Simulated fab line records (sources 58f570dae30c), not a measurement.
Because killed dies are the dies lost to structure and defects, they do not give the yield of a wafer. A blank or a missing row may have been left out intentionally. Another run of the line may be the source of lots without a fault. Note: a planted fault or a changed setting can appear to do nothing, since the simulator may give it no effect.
fab line records | flow berkeley_cmos170
record: lots: 14 | wafers: 42 | last_day: 12
route steps=331 shown NWELL@27 NLDD@164 M2@289 V2@305
lots untouched by any fault: they come from a run of this same line in which no faults occurred
start_h: hours from the record's opening day to when the first of the lot's shown wafers began | wait_h: hours from the lot's prior step to this one | " same as the row above | L1.1+2: several wafers, shown together as one row | - value missing, or start not given | * or withheld: withheld | < > ~ a bound
route shown NAME@n: names a module that has steps shown in the file, with the first one's number in the route | usual: mean/standard deviation taken from wafers without a fault | same: alike in all rows | chamber/n: place in a boat | sites: each site's reading | _std_site: the values' standard deviation | _edge_site: outer sites' mean less inner sites' | radius_mm: for every site, how far away it sits from the centre of the wafer | mask NAME#n: copy n | behind: tool/chamber where the wafer was last shaped | hold: what put the lot on hold/how long, in hours/how the hold closed | device: which transistor (n, p or np) failed to switch | end of line: tests run on the same wafers once the route is complete | a step with no rows: only its recipe | killed: the dies lost at the first sort to structure and to defects; this is not the yield of the wafer | map: dies across one wafer; x = killed, . = not, _ = none there
set.NAME: setting as actually run; set.NAME@STEP: the setting as run at that earlier step | model.NAME: the simulator's own value behind a step, which no gauge read
steps of the route over a sample of lots; a table a step, a row a wafer
services: when a tool's chamber went out of use (start_h, in hours from the record's first day, below 0 if earlier), for how many hours, and the reason
== steps ==
step: UCB170_NWELL_ETCH_13
recipe: chemistry: CH3F/Ar/O2 | target: Si3N4 | stop_on: SiO2 | CH3F_flow_sccm: 20 | Ar_flow_sccm: 50 | O2_flow_sccm: 7 | pressure_mtorr: 50 | rf_w: 450 | target_depth_a: 2464 | over_etch_frac: 0.1 | time_s: 154
usual: drypump_motor_current_A: 5.6/0.49 | oes_product_au: 0.947/0.011 | rf_fwd_power_W: 448.2/1.5 | throttle_valve_pct: 8.03/0.13
lot.wafer | tool        | chamber | start_h | wait_h | drypump_motor_current_A | oes_product_au | rf_fwd_power_W | rf_hours_counter_h | throttle_valve_pct
L585.3    | rie_diel-02 | 3       | 32.14   | 0.0    | 6.4                     | 0.923          | 448.1          | 172                | 8.19
L585.4    | "           | 1       | "       | "      | 5.6                     | 0.946          | 447.9          | 69                 | 8.14
L585.6    | "           | 2       | "       | "      | 5.0                     | 0.950          | 449.2          | -                  | 8.12
L584.1    | rie_diel-01 | 1       | 32.42   | 0.0    | 5.9                     | 0.932          | 448.7          | 113                | 7.85
L584.4    | "           | 0       | "       | "      | 4.9                     | 0.939          | 448.7          | 0                  | 8.15
L584.5    | "           | 2       | "       | "      | 5.3                     | 0.942          | 448.2          | -                  | 8.05
L586.2    | rie_diel-02 | 0       | 36.54   | 0.0    | 5.9                     | 0.963          | 444.8          | 59                 | 8.06
L586.4    | "           | 1       | "       | "      | 5.6                     | 0.950          | 447.9          | 69                 | 8.14
L586.6    | "           | 0       | "       | "      | 5.9                     | 0.959          | 445.6          | -                  | 8.03
L590.2    | rie_diel-01 | 2       | 57.08   | 0.0    | 5.3                     | 0.930          | 450.9          | 156                | 8.02
L590.3    | "           | 0       | "       | "      | 5.0                     | 0.939          | 448.5          | 1                  | 8.15
L590.4    | "           | 1       | "       | "      | 5.9                     | 0.945          | 448.1          | 114                | 7.84
L592.2    | rie_diel-04 | 0       | 72.91   | 0.0    | 6.4                     | 0.938          | 448.5          | 158                | 7.99
L592.4    | "           | 3       | "       | "      | 5.2                     | 0.970          | 446.9          | 141                | 8.09
L592.6    | "           | 3       | "       | "      | 5.2                     | 0.971          | 448.6          | -                  | 8.09
L597.1    | rie_diel-01 | 1       | 91.39   | 0.0    | 5.9                     | 0.932          | 449.9          | 116                | 7.81
L597.2    | "           | 0       | "       | "      | 4.9                     | 0.938          | 448.2          | 3                  | 8.15
L597.3    | "           | 2       | "       | "      | 5.3                     | 0.936          | 448.1          | 157                | 8.02
L600.3    | rie_diel-02 | 1       | 110.02  | 0.0    | 5.6                     | 0.944          | 450.3          | 72                 | 8.16
L600.4    | "           | 3       | "       | "      | 6.4                     | 0.938          | 447.8          | 2                  | 8.20
L600.6    | "           | 2       | "       | "      | 5.0                     | 0.946          | 446.0          | -                  | 8.13
L601.1    | rie_diel-04 | 1       | 117.71  | 0.0    | 5.8                     | 0.934          | 448.3          | 19                 | 8.07
L601.5    | "           | 2       | "       | "      | 5.2                     | 0.946          | 445.5          | -                  | 8.00
L601.6    | "           | 1       | "       | "      | 5.8                     | 0.924          | 449.4          | -                  | 8.07
L603.3    | rie_diel-01 | 3       | 122.19  | 0.0    | 6.1                     | 0.953          | 451.9          | 55                 | 7.80
L603.4    | "           | 0       | "       | "      | 4.9                     | 0.955          | 447.3          | 4                  | 8.15
L603.5    | "           | 0       | "       | "      | 4.9                     | 0.945          | 448.9          | -                  | 8.14
L602.1    | rie_diel-02 | 1       | 122.80  | 0.0    | 5.6                     | 0.955          | 448.8          | 73                 | 8.15
L602.2    | "           | 2       | "       | "      | 5.0                     | 0.953          | 447.0          | 64                 | 8.14
L602.3    | "           | 3       | "       | "      | 6.4                     | 0.944          | 446.7          | 3                  | 8.18
L604.1    | rie_diel-04 | 1       | 127.95  | 0.0    | 5.8                     | 0.942          | 447.1          | 19                 | 8.07
L604.2    | "           | 3       | "       | "      | 5.2                     | 0.980          | 449.0          | 144                | 8.10
L604.5    | "           | 3       | "       | "      | 5.2                     | 0.969          | 447.6          | -                  | 8.09
L605.2    | rie_diel-02 | 2       | 138.12  | 0.0    | 5.0                     | 0.952          | 447.1          | 65                 | 8.12
L605.3    | "           | 1       | "       | "      | 5.6                     | 0.963          | 447.4          | 74                 | 8.16
L605.4    | "           | 0       | "       | "      | 5.9                     | 0.965          | 448.4          | 63                 | 8.05
L606.1    | rie_diel-01 | 3       | 146.29  | 0.0    | 6.1                     | 0.954          | 450.3          | 56                 | 7.79
L606.3    | "           | 1       | "       | "      | 5.9                     | 0.946          | 448.0          | 118                | 7.82
L606.5    | "           | 1       | "       | "      | 5.9                     | 0.947          | 448.3          | -                  | 7.83
L607.3    | rie_diel-01 | 3       | 151.78  | 0.0    | 6.1                     | 0.958          | 449.0          | 57                 | 7.80
L607.4    | "           | 0       | "       | "      | 4.9                     | 0.945          | 448.8          | -                  | 8.14
L607.6    | "           | 1       | "       | "      | 5.9                     | 0.950          | 448.9          | -                  | 7.84
step: UCB170_NLDD_CD_MEAS_06
recipe: target_cd_nm: 1200
usual: cd_nm: 1200.8/1.4
lot.wafer | tool      | chamber | start_h | wait_h | cd_nm
L584.1    | cd_sem-01 | -       | 122.07  | -      | 1198.8
L584.4    | "         | -       | "       | "      | 1198.2
L584.5    | "         | -       | "       | "      | 1197.5
L586.2    | cd_sem-01 | -       | 125.06  | -      | 1201.0
L586.4    | "         | -       | "       | "      | 1200.3
L586.6    | "         | -       | "       | "      | 1201.1
L585.3    | cd_sem-01 | -       | 125.37  | -      | 1200.5
L585.4    | "         | -       | "       | "      | 1200.0
L585.6    | "         | -       | "       | "      | 1201.7
L590.2    | cd_sem-02 | -       | 153.39  | -      | 1202.5
L590.3    | "         | -       | "       | "      | 1202.4
L590.4    | "         | -       | "       | "      | 1203.7
L592.2    | cd_sem-02 | -       | 162.65  | -      | 1204.0
L592.4    | "         | -       | "       | "      | 1202.8
L592.6    | "         | -       | "       | "      | 1202.6
L597.1    | cd_sem-01 | -       | 186.62  | -      | 1204.9
L597.2    | "         | -       | "       | "      | 1203.7
L597.3    | "         | -       | "       | "      | 1203.9
L600.3    | cd_sem-01 | -       | 206.67  | -      | 1201.7
L600.4    | "         | -       | "       | "      | 1200.3
L600.6    | "         | -       | "       | "      | 1201.5
L601.1    | cd_sem-02 | -       | 214.13  | -      | 1200.3
L601.5    | "         | -       | "       | "      | 1200.5
L601.6    | "         | -       | "       | "      | 1200.8
L602.1    | cd_sem-02 | -       | 218.98  | -      | 1200.7
L602.2    | "         | -       | "       | "      | 1200.3
L602.3    | "         | -       | "       | "      | 1201.4
L603.3    | cd_sem-01 | -       | 219.29  | -      | 1201.2
L603.4    | "         | -       | "       | "      | 1202.4
L603.5    | "         | -       | "       | "      | 1199.8
L604.1    | cd_sem-02 | -       | 219.53  | -      | 1198.7
L604.2    | "         | -       | "       | "      | 1198.3
L604.5    | "         | -       | "       | "      | 1199.6
L605.2    | cd_sem-01 | -       | 243.00  | -      | 1202.5
L605.3    | "         | -       | "       | "      | 1199.9
L605.4    | "         | -       | "       | "      | 1201.0
L606.1    | cd_sem-01 | -       | 249.34  | -      | 1199.8
L606.3    | "         | -       | "       | "      | 1200.2
L606.5    | "         | -       | "       | "      | 1199.8
L607.3    | cd_sem-01 | -       | 249.65  | -      | 1199.4
L607.4    | "         | -       | "       | "      | 1199.7
L607.6    | "         | -       | "       | "      | 1197.9
step: UCB170_M2_METAL_ETCH_18
recipe: chemistry: Cl2/BCl3 | target: Al | stop_on: SiO2 | pressure_mtorr: 12 | target_depth_a: 11700 | over_etch_frac: 0.3 | time_s: 195 | icp_w: 600 | bias_w: 120 | Cl2_flow_sccm: 90 | bcl3_flow_sccm: 45
usual: drypump_motor_current_A: 5.5/0.61 | oes_product_au: 0.857/0.011 | rf_fwd_power_W: 598.0/1.7 | throttle_valve_pct: 24.3/0.38
lot.wafer | tool         | chamber | start_h | wait_h | drypump_motor_current_A | oes_product_au | rf_fwd_power_W | rf_hours_counter_h | throttle_valve_pct
L584.1    | rie_metal-04 | 0       | 150.19  | -      | 5.1                     | 0.851          | 596.3          | 7.6                | 24.8
L584.4    | "            | 1       | "       | "      | 6.7                     | 0.838          | 599.6          | -                  | 23.8
L584.5    | "            | 1       | "       | "      | 6.7                     | 0.854          | 597.3          | -                  | 23.8
L586.2    | rie_metal-04 | 1       | 156.29  | -      | 6.7                     | 0.840          | 598.0          | 1.7                | 23.8
L586.4    | "            | 0       | "       | "      | 5.1                     | 0.851          | 598.2          | -                  | 24.8
L586.6    | "            | 0       | "       | "      | 5.1                     | 0.845          | 599.0          | -                  | 24.8
L585.3    | rie_metal-03 | 1       | 156.34  | -      | 4.7                     | 0.845          | 599.1          | -                  | 24.3
L585.4    | "            | 0       | "       | "      | 5.7                     | 0.867          | 599.1          | -                  | 24.3
L585.6    | "            | 0       | "       | "      | 5.7                     | 0.868          | 598.4          | -                  | 24.3
L590.2    | rie_metal-03 | 1       | 180.07  | -      | 4.7                     | 0.857          | 526.0          | 4.7                | 24.3
L590.3    | "            | 1       | "       | "      | 4.7                     | 0.849          | 525.0          | -                  | 24.3
L590.4    | "            | 0       | "       | "      | 5.7                     | 0.878          | 523.6          | -                  | 24.3
L592.2    | rie_metal-03 | 1       | 193.80  | -      | 4.7                     | 0.857          | 527.7          | 4.9                | 24.3
L592.4    | "            | 0       | "       | "      | 5.7                     | 0.866          | 525.5          | -                  | 24.3
L592.6    | "            | 1       | "       | "      | 4.7                     | 0.866          | 528.3          | -                  | 24.3
L597.1    | rie_metal-01 | 0       | 217.06  | -      | 5.4                     | 0.859          | 598.4          | 5.7                | 24.7
L597.2    | "            | 1       | "       | "      | 5.5                     | 0.862          | 598.7          | 2.8                | 23.9
L597.3    | "            | 0       | "       | "      | 5.4                     | 0.858          | 597.7          | -                  | 24.8
L600.3    | rie_metal-04 | 1       | 237.82  | -      | 6.7                     | 0.855          | 596.3          | -                  | 23.8
L600.4    | "            | 0       | "       | "      | 5.1                     | 0.854          | 599.3          | -                  | 24.8
L600.6    | "            | 1       | "       | "      | 6.7                     | 0.849          | 596.5          | -                  | 23.8
L601.1    | rie_metal-01 | 0       | 244.92  | -      | 5.4                     | 0.862          | 598.3          | 6.4                | 24.7
L601.5    | "            | 0       | "       | "      | 5.4                     | 0.861          | 602.4          | -                  | 24.8
L601.6    | "            | 1       | "       | "      | 5.5                     | 0.865          | 599.2          | -                  | 23.9
L602.1    | rie_metal-04 | 1       | 249.74  | -      | 6.7                     | 0.838          | 595.0          | 4.5                | 23.8
L602.2    | "            | 0       | "       | "      | 5.1                     | 0.858          | 597.8          | 10.7               | 24.8
L602.3    | "            | 0       | "       | "      | 5.1                     | 0.854          | 597.8          | -                  | 24.8
L603.3    | rie_metal-03 | 1       | 249.98  | -      | 4.7                     | 0.848          | 595.5          | -                  | 24.3
L603.4    | "            | 0       | "       | "      | 5.7                     | 0.862          | 598.3          | -                  | 24.3
L603.5    | "            | 0       | "       | "      | 5.7                     | 0.866          | 597.0          | -                  | 24.3
L604.1    | rie_metal-01 | 0       | 250.10  | -      | 5.4                     | 0.860          | 597.2          | 6.6                | 24.8
L604.2    | "            | 1       | "       | "      | 5.5                     | 0.860          | 600.5          | 3.7                | 23.9
L604.5    | "            | 0       | "       | "      | 5.4                     | 0.856          | 598.8          | -                  | 24.8
L605.2    | rie_metal-03 | 1       | 272.46  | -      | 4.7                     | 0.852          | 600.0          | 7.0                | 24.3
L605.3    | "            | 0       | "       | "      | 5.7                     | 0.882          | 599.7          | -                  | 24.3
L605.4    | "            | 1       | "       | "      | 4.7                     | 0.850          | 600.6          | -                  | 24.3
L606.1    | rie_metal-01 | 0       | 280.51  | -      | 5.4                     | 0.868          | 595.6          | 7.1                | 24.7
L606.3    | "            | 0       | "       | "      | 5.4                     | 0.849          | 597.5          | -                  | 24.8
L606.5    | "            | 0       | "       | "      | 5.4                     | 0.849          | 594.8          | -                  | 24.7
L607.3    | rie_metal-04 | 0       | 280.82  | -      | 5.1                     | 0.867          | 595.4          | -                  | 24.8
L607.4    | "            | 1       | "       | "      | 6.7                     | 0.847          | 597.8          | -                  | 23.8
L607.6    | "            | 1       | "       | "      | 6.7                     | 0.840          | 598.5          | -                  | 23.8
step: UCB170_M2_STRIP_19
recipe: chemistry: O2 | power_w: 400 | pressure_mtorr: 3500 | platen_temp_c: withheld | o2_flow_sccm: 400 | overash_fraction: 0.5
usual: drypump_motor_current_A: 5.5/0.46 | oes_product_au: 0.541/0.027
lot.wafer | tool            | chamber | start_h | wait_h | drypump_motor_current_A | oes_product_au | rf_hours_counter_h
L584.1    | plasma_asher-02 | 0       | 150.37  | 0.1    | 5.9                     | 0.501          | 4
L584.4    | "               | 0       | "       | "      | 5.9                     | 0.579          | -
L584.5    | "               | 1       | "       | "      | 4.6                     | 0.577          | -
L586.2    | plasma_asher-02 | 1       | 156.48  | 0.1    | 4.6                     | 0.575          | 5
L586.4    | "               | 1       | "       | "      | 4.6                     | 0.515          | -
L586.6    | "               | 0       | "       | "      | 5.9                     | 0.511          | -
L585.3    | plasma_asher-03 | 1       | 156.50  | 0.1    | 5.7                     | 0.555          | -
L585.4    | "               | 0       | "       | "      | 5.7                     | 0.534          | -
L585.6    | "               | 1       | "       | "      | 5.6                     | 0.540          | -
L590.2    | plasma_asher-02 | 0       | 180.25  | 0.1    | 5.9                     | 0.622          | 7
L590.3    | "               | 0       | "       | "      | 5.9                     | 0.624          | -
L590.4    | "               | 1       | "       | "      | 4.6                     | 0.610          | -
L592.2    | plasma_asher-03 | 1       | 193.99  | 0.1    | 5.7                     | 0.625          | 48
L592.4    | "               | 1       | "       | "      | 5.7                     | 0.619          | -
L592.6    | "               | 1       | "       | "      | 5.7                     | 0.631          | -
L597.1    | plasma_asher-03 | 1       | 217.25  | 0.1    | 5.6                     | 0.510          | 51
L597.2    | "               | 0       | "       | "      | 5.7                     | 0.528          | 51
L597.3    | "               | 0       | "       | "      | 5.7                     | 0.516          | -
L600.3    | plasma_asher-03 | 1       | 237.98  | 0.1    | 5.6                     | 0.608          | -
L600.4    | "               | 0       | "       | "      | 5.7                     | 0.522          | -
L600.6    | "               | 1       | "       | "      | 5.6                     | 0.612          | -
L601.1    | plasma_asher-02 | 0       | 245.10  | 0.1    | 5.9                     | 0.522          | 14
L601.5    | "               | 0       | "       | "      | 5.9                     | 0.512          | -
L601.6    | "               | 1       | "       | "      | 4.6                     | 0.526          | -
L602.1    | plasma_asher-03 | 0       | 249.93  | 0.1    | 5.7                     | 0.578          | 53
L602.2    | "               | 1       | "       | "      | 5.7                     | 0.511          | 53
L602.3    | "               | 0       | "       | "      | 5.7                     | 0.512          | -
L603.3    | plasma_asher-01 | 1       | 250.13  | 0.1    | 5.6                     | 0.576          | -
L603.4    | "               | 0       | "       | "      | 5.8                     | 0.554          | -
L603.5    | "               | 1       | "       | "      | 5.6                     | 0.551          | -
L604.1    | plasma_asher-03 | 1       | 250.28  | 0.1    | 5.6                     | 0.504          | 53
L604.2    | "               | 0       | "       | "      | 5.7                     | 0.519          | 53
L604.5    | "               | 0       | "       | "      | 5.7                     | 0.516          | -
L605.2    | plasma_asher-02 | 0       | 272.65  | 0.1    | 5.9                     | 0.562          | 17
L605.3    | "               | 0       | "       | "      | 5.9                     | 0.543          | -
L605.4    | "               | 1       | "       | "      | 4.6                     | 0.566          | -
L606.1    | plasma_asher-03 | 0       | 280.70  | 0.1    | 5.7                     | 0.525          | 56
L606.3    | "               | 1       | "       | "      | 5.6                     | 0.522          | -
L606.5    | "               | 1       | "       | "      | 5.6                     | 0.520          | -
L607.3    | plasma_asher-01 | 0       | 280.97  | 0.1    | 5.9                     | 0.525          | -
L607.4    | "               | 1       | "       | "      | 5.6                     | 0.572          | -
L607.6    | "               | 1       | "       | "      | 5.6                     | 0.594          | -
step: UCB170_V2_OVL_MEAS_13
usual: V2_OVL: -2/5
lot.wafer | tool       | chamber | start_h | wait_h | V2_OVL[nm]
L584.1    | overlay-01 | -       | 153.76  | 0.1    | 7
L584.4    | "          | -       | "       | "      | 1
L584.5    | "          | -       | "       | "      | -2
L585.3    | overlay-02 | -       | 158.90  | 0.1    | 3
L585.4    | "          | -       | "       | "      | -2
L585.6    | "          | -       | "       | "      | 4
L586.2    | overlay-01 | -       | 160.27  | 0.1    | -2
L586.4    | "          | -       | "       | "      | 3
L586.6    | "          | -       | "       | "      | 4
L590.2    | overlay-01 | -       | 182.44  | 0.1    | 1
L590.3    | "          | -       | "       | "      | -3
L590.4    | "          | -       | "       | "      | -9
L592.2    | overlay-01 | -       | 196.27  | 0.1    | 5
L592.4    | "          | -       | "       | "      | -2
L592.6    | "          | -       | "       | "      | 3
L597.1    | overlay-01 | -       | 219.51  | 0.1    | -9
L597.2    | "          | -       | "       | "      | 4
L597.3    | "          | -       | "       | "      | -6
L600.3    | overlay-01 | -       | 240.01  | 0.1    | 10
L600.4    | "          | -       | "       | "      | 8
L600.6    | "          | -       | "       | "      | 0
L601.1    | overlay-01 | -       | 247.73  | 0.1    | 0
L601.5    | "          | -       | "       | "      | 0
L601.6    | "          | -       | "       | "      | 3
L602.1    | overlay-02 | -       | 252.04  | 0.1    | 3
L602.2    | "          | -       | "       | "      | 1
L602.3    | "          | -       | "       | "      | 4
L603.3    | overlay-01 | -       | 252.29  | 0.1    | 6
L603.4    | "          | -       | "       | "      | 9
L603.5    | "          | -       | "       | "      | 7
L604.1    | overlay-02 | -       | 252.90  | 0.1    | 6
L604.2    | "          | -       | "       | "      | -3
L604.5    | "          | -       | "       | "      | -2
L605.2    | overlay-01 | -       | 274.95  | 0.1    | 7
L605.3    | "          | -       | "       | "      | 0
L605.4    | "          | -       | "       | "      | -3
L606.1    | overlay-01 | -       | 282.82  | 0.1    | -4
L606.3    | "          | -       | "       | "      | 4
L606.5    | "          | -       | "       | "      | -4
L607.3    | overlay-01 | -       | 283.18  | 0.1    | 0
L607.4    | "          | -       | "       | "      | -12
L607.6    | "          | -       | "       | "      | -2
== services ==
tool            | chamber | start_h | hours | kind
rie_diel-01     | 0       | 13.91   | -     | clean
rie_metal-04    | 0       | 24.34   | 6.1   | repair
plasma_asher-01 | -       | 51.16   | 3.8   | repair
rie_metal-04    | -       | 59.73   | 2.8   | pm
rie_diel-04     | 1       | 61.26   | 8.2   | repair
rie_diel-04     | 2       | 80.72   | 2.4   | repair
rie_diel-02     | 1       | 89.43   | 1.9   | repair
rie_metal-04    | -       | 91.00   | 4.3   | pm
rie_diel-02     | -       | 97.15   | 1.5   | repair
plasma_asher-02 | -       | 108.75  | 9.0   | pm
rie_diel-04     | 2       | 123.43  | 25.7  | repair
rie_diel-02     | -       | 128.74  | 2.7   | repair
plasma_asher-03 | -       | 135.26  | 1.9   | repair
rie_diel-02     | 0       | 153.53  | 7.5   | repair
rie_diel-01     | 2       | 203.79  | 6.1   | repair
rie_metal-03    | -       | 209.66  | 2.8   | pm
plasma_asher-02 | -       | 233.37  | 1.1   | repair
plasma_asher-03 | -       | 244.86  | 4.8   | repair
rie_diel-04     | 1       | 250.64  | 11.7  | repair
rie_diel-04     | -       | 256.28  | 0.8   | repair
plasma_asher-03 | -       | 260.87  | 0.9   | repair
rie_diel-02     | -       | 262.42  | 2.8   | pm
rie_diel-02     | 3       | 266.05  | 4.8   | repair
rie_diel-04     | 3       | 278.46  | 6.8   | repair
== key ==
first_sign: step: UCB170_M2_METAL_ETCH_18 | reading: rf_fwd_power_W | direction: down | sigmas: 42 | usual: 598.0 | struck: 526.0
effect: step: UCB170_M2_STRIP_19 | reading: oes_product_au | direction: up | sigmas: 3 | usual: 0.541 | struck: 0.622
met_at UCB170_M2_METAL_ETCH_18
struck_lots L590,L592
sort_left_out L592.2,L592.4,L592.6
not_acting_at UCB170_NWELL_ETCH_13,UCB170_NLDD_CD_MEAS_06,UCB170_V2_OVL_MEAS_13
onset_between 156.34 180.07
fault: kind: process_parameter_drift | tool: rie_metal-03 | chamber: - | onset_h: 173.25 | steps: UCB170_M2_METAL_ETCH_18 | channel: icp_w | offset: -72 | shape: step | end_h: 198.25 | acts_in: these_recipes_only | stated: 600
sort_left_out: the simulated sort isn't trusted on such a fault, so these wafers' sort isn't shown, and their yield isn't known
